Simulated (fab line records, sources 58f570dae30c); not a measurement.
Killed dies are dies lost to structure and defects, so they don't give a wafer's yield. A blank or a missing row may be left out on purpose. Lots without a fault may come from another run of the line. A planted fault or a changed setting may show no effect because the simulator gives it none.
Which tool did it? | flow berkeley_cmos170 | 15 lots, 45 wafers sampled, at 2 steps of a route of 331

WHAT THE GAUGES READ, wafer by wafer
UCB170_GATE_THK_MEAS_02. Usual: GATE_OXIDE_THK 6.64 nm, standard deviation 0.12.
lot  | measured     | on            | GATE_OXIDE_THK (nm) | flag
L615 | day 7 05:45  | film_metro-01 | 6.75 6.51 6.69      |
L616 | day 7 05:44  | film_metro-02 | 6.65 6.68 6.61      |
L618 | day 7 13:28  | film_metro-02 | 6.82 6.84 6.82      |
L619 | day 7 13:28  | film_metro-01 | 6.94 6.71 6.72      |
L621 | day 7 19:49  | film_metro-01 | 6.77 6.67 6.67      |
L623 | day 8 13:43  | film_metro-01 | 6.52 6.54 6.50      |
L624 | day 8 13:43  | film_metro-02 | 6.57 6.64 6.53      |
L626 | day 9 05:06  | film_metro-04 | 6.62 6.68 6.74      |
L627 | day 9 05:06  | film_metro-01 | 6.78 6.80 6.73      |
L628 | day 9 05:06  | film_metro-02 | 6.84 6.57 6.62      |
L629 | day 10 03:46 | film_metro-01 | 6.41 6.50 6.46      |
L630 | day 10 03:50 | film_metro-01 | 6.73 6.82 6.67      |
L632 | day 10 17:47 | film_metro-02 | 4.72 4.79 4.76      | OFF
L633 | day 10 17:47 | film_metro-04 | 4.80 4.84 4.73      | OFF
L634 | day 10 17:47 | film_metro-01 | 4.66 4.65 4.75      | OFF

WHICH TOOL RAN EACH LOT (tool, then ch and the chambers of the sampled wafers, then the start)
lot  | UCB170_GATE_OXIDATION_01
L615 | furnace-02 ch 0, day 7 04:14
L616 | furnace-02 ch 0, day 7 04:14
L618 | furnace-04 ch 0, day 7 11:58
L619 | furnace-04 ch 0, day 7 11:58
L621 | furnace-04 ch 0, day 7 18:18
L623 | furnace-01 ch 0, day 8 12:13
L624 | furnace-01 ch 0, day 8 12:13
L626 | furnace-04 ch 0, day 9 03:36
L627 | furnace-04 ch 0, day 9 03:36
L628 | furnace-04 ch 0, day 9 03:36
L629 | furnace-02 ch 0, day 10 02:16
L630 | furnace-02 ch 0, day 10 02:16
L632 | furnace-02 ch 0, day 10 16:16
L633 | furnace-02 ch 0, day 10 16:16
L634 | furnace-02 ch 0, day 10 16:16
- UCB170_GATE_OXIDATION_01: target thk 6.6 nm, ox time 1800 s.

WHAT THE TOOLS THEMSELVES READ (means of the sampled wafers that have a number; where no wafer has one, the mark that the record gives instead)
UCB170_GATE_OXIDATION_01. Usual: spike_tc_centre_C 852.3 C, standard deviation 1; spike_tc_load_C 873.2 C, standard deviation 2.9; spike_tc_source_C 872.9 C, standard deviation 1.6; tube_center_temp_C 850.01 C, standard deviation 0.073; tube_center_temp_C_max 852.2, standard deviation 0.37.
lot  | tool       | spike_tc_centre_C (C) | spike_tc_load_C (C) | spike_tc_source_C (C) | tube_center_temp_C (C) | tube_center_temp_C_max | flag
L615 | furnace-02 | 852.1                 | 875.7               | 873.2                 | 850.01                 | 852.1                  |
L616 | furnace-02 | 851.7                 | 875.0               | 873.6                 | 849.96                 | 852.5                  |
L618 | furnace-04 | 852.7                 | 869.6               | 873.8                 | 849.99                 | 852.4                  |
L619 | furnace-04 | 853.2                 | 870.0               | 872.9                 | 849.97                 | 851.8                  |
L621 | furnace-04 | 851.9                 | 870.6               | 873.3                 | 849.99                 | 852.0                  |
L623 | furnace-01 | 850.6                 | 876.3               | 869.5                 | 850.00                 | 851.7                  |
L624 | furnace-01 | 851.4                 | 875.4               | 870.4                 | 850.05                 | 852.1                  |
L626 | furnace-04 | 852.8                 | 870.9               | 873.5                 | 850.01                 | 852.4                  |
L627 | furnace-04 | 852.2                 | 869.3               | 872.2                 | 849.99                 | 852.2                  |
L628 | furnace-04 | 852.9                 | 869.3               | 873.8                 | 849.92                 | 852.1                  |
L629 | furnace-02 | 852.5                 | 873.4               | 874.5                 | 849.99                 | 852.0                  |
L630 | furnace-02 | 852.2                 | 875.2               | 872.3                 | 850.02                 | 852.2                  |
L632 | furnace-02 | 826.8                 | 849.7               | 848.8                 | 825.11                 | 827.8                  | OFF
L633 | furnace-02 | 826.9                 | 849.7               | 848.3                 | 825.07                 | 827.4                  | OFF
L634 | furnace-02 | 827.9                 | 849.3               | 849.0                 | 825.02                 | 827.2                  | OFF

THE ANSWER, worked out from the rows above alone
Rule: a lot is off if the mean of its wafers that have a number lies more than 3 standard deviations from the usual mean. A lot without any number at a reading at which 4 lots or more have one is off too. The other lots that the step has rows for count as sound. The gauges are gone through in route order, then the tools' own readings, and for those a lot's mean is taken as printed above. The first step at which some lot is off is used, and at that step the reading that is off furthest; a lot without a number counts as furthest.
Off: L632, L633, L634, at UCB170_GATE_THK_MEAS_02 (GATE_OXIDE_THK).
A tool fits if, at a process step before that reading, it ran every lot that is off, and no sound lot after the first of them. The gauges at UCB170_GATE_THK_MEAS_02 aren't tried: what is off there is off at UCB170_GATE_OXIDATION_01 too, on other tools, and a gauge's error can't cause that. One fits: furnace-02 at UCB170_GATE_OXIDATION_01. Its last sound lot is L629 (day 10 02:16), its first lot that is off L632 (day 10 16:16): a fault that began between those two fits.
The tool's own readings at UCB170_GATE_OXIDATION_01 bear it out: on the lots that are off they differ by more than 5 times the standard deviation of the sound lots' means. spike_tc_centre_C reads 827.2 C there against 852.2 C on the sound lots; spike_tc_load_C reads 849.6 C there against 872.6 C on the sound lots; spike_tc_source_C reads 848.7 C there against 872.8 C on the sound lots; tube_center_temp_C reads 825.07 C there against 849.99 C on the sound lots; tube_center_temp_C_max reads 827.5 there against 852.1 on the sound lots.

WHAT THE SIMULATOR HAD PUT IN
Process parameter drift: furnace-02, from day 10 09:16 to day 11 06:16, at UCB170_GATE_OXIDATION_01. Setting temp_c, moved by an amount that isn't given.
Lots struck among those shown: L632, L633, L634. The rule above found the same.
